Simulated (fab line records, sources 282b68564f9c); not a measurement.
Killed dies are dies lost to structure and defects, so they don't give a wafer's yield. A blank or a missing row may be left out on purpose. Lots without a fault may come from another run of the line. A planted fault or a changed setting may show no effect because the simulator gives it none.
A struck lot beside a sound one | flow rit_cmos | 19 steps out of a route of 202
Sound: wafers L538.3, L538.4, L538.5. Struck: wafers L548.1, L548.2, L548.5. The cause comes at the end.
At each step with rows: each side's tool, then ch and its chambers, then its first start. Under that, the readings that differ: sound wafers | struck wafers | difference of the means | sigmas: that difference in standard deviations of wafers without a fault.
alike: readings whose means differ by less than 2 such deviations, and words and numbers that are the same on both sides. not compared: withheld readings, readings that some wafer has no value for, bounds like >300 that may hide the same value, and numbers for which the record gives no deviation and whose values overlap.
The two part at a step that has a row with sigmas, a row that says differs or no value, or rows on one side only. Numbers that don't overlap but have no deviation are shown without sigmas and don't part them. A reading that every wafer of one side lacks parts them only if that side has two wafers or more.

first, 3 steps without rows for these wafers: RIT_GATE_CLEAN_02 (cleans in dHF, time 30 s); RIT_GATE_CLEAN_03 (cleans in SC2, time 600 s); RIT_GATE_CLEAN_04 (cleans in dHF, time 60 s).
RIT_FOX2_THK_MEAS_91:
  sound on film_metro-04, day 3 13:30; struck on film_metro-03, day 5 16:31
  alike: FIELD_OXIDE_LEFT_2_THK
then, 2 steps without rows for these wafers: RIT_GATE_OXIDATION_05 (target thk 3 nm, ox time 270 s); RIT_GATE_ANNEAL_06 (time 600 s).
RIT_GATE_THK_MEAS_07:
  sound on film_metro-01, day 3 15:24; struck on film_metro-01, day 5 17:53
  alike: GATE_OXIDE_THK
then, 1 step without rows for these wafers: RIT_GATE_CVD_08 (deposits poly-Si from SiH4, target thk 250 nm, time 2220 s).
RIT_GATE_THK_MEAS_09:
  sound on film_metro-01, day 3 17:05; struck on film_metro-04, day 5 19:34
  reading            | sound             | struck            | difference | sigmas
  GATE_POLY_THK (nm) | 251.0 251.0 252.5 | 246.8 244.6 245.9 | -5.7       | -2
then, 3 steps without rows for these wafers: RIT_GATE_HMDS_10 (prime time 60 s); RIT_GATE_COAT_11 (resist thk 850 nm); RIT_GATE_SOFTBAKE_12 (time 60 s).
RIT_GATE_EXPOSE_13: exposes mask M6, target cd 150 nm.
  sound on iline_stepper-01 ch 0, day 3 17:37; struck on iline_stepper-01 ch 0, day 5 20:17
  reading                      | sound                | struck               | difference | sigmas
  model.GATE.overlay_x_nm (nm) | -1.273 -1.273 -1.273 | -149.2 -149.2 -149.2 | -147.9     |
  alike: mask, focus_offset_nm
then, 2 steps without rows for these wafers: RIT_GATE_PEB_14; RIT_GATE_DEVELOP_15 (develop time 50 s).
RIT_GATE_CD_MEAS_16: target cd 150 nm.
  sound on cd_sem-01, day 3 18:01; struck on cd_sem-01, day 5 20:41
  alike: cd_nm
RIT_GATE_OVL_MEAS_17:
  sound on overlay-02, day 3 18:07; struck on overlay-01, day 5 20:48
  reading       | sound         | struck               | difference | sigmas
  GATE_OVL (nm) | -0.5 0.8 -1.1 | -150.1 -152.1 -149.0 | -150.1     | -99 or more
then, 1 step without rows for these wafers: RIT_GATE_HARDBAKE_18 (time 60 s).
RIT_M1_PROBE_99:
  sound on prober-02, day 4 14:08; struck on prober-02, day 6 17:08
  reading                                                 | sound                | struck               | difference | sigmas
  killed_at_M0_to_M3                                      | 0 0 0                | 0 1 0                | +0         | +2
  model.etest.nldd.width_nm (nm)                          | 3161 3147 3148       | 3098 3093 3093       | -57        |
  model.etest.pldd.width_nm (nm)                          | 3157 3168 3155       | 3084 3102 3088       | -69        |
  model.etest.select_edge_diode_p.leak_log10_a (angstrom) | -10.36 -10.4 -10.57  | -5.999 -7.047 -7.597 | +3.562     |
  model.etest.select_edge_diode_n.leak_log10_a (angstrom) | -9.984 -9.756 -9.928 | -5.597 -6.569 -6.92  | +3.527     |
  model.etest.gate_end_array.leak_log10_a_um              | -13.02 -12.95 -13.04 | -11.79 -12.08 -11.88 | +1.09      |
  alike: killed_at_front_end, killed_dies, killed_open, killed_short

WHERE THEY PART
First at RIT_GATE_THK_MEAS_09; last, within this record, at RIT_M1_PROBE_99.

WHY: what the simulator had put in
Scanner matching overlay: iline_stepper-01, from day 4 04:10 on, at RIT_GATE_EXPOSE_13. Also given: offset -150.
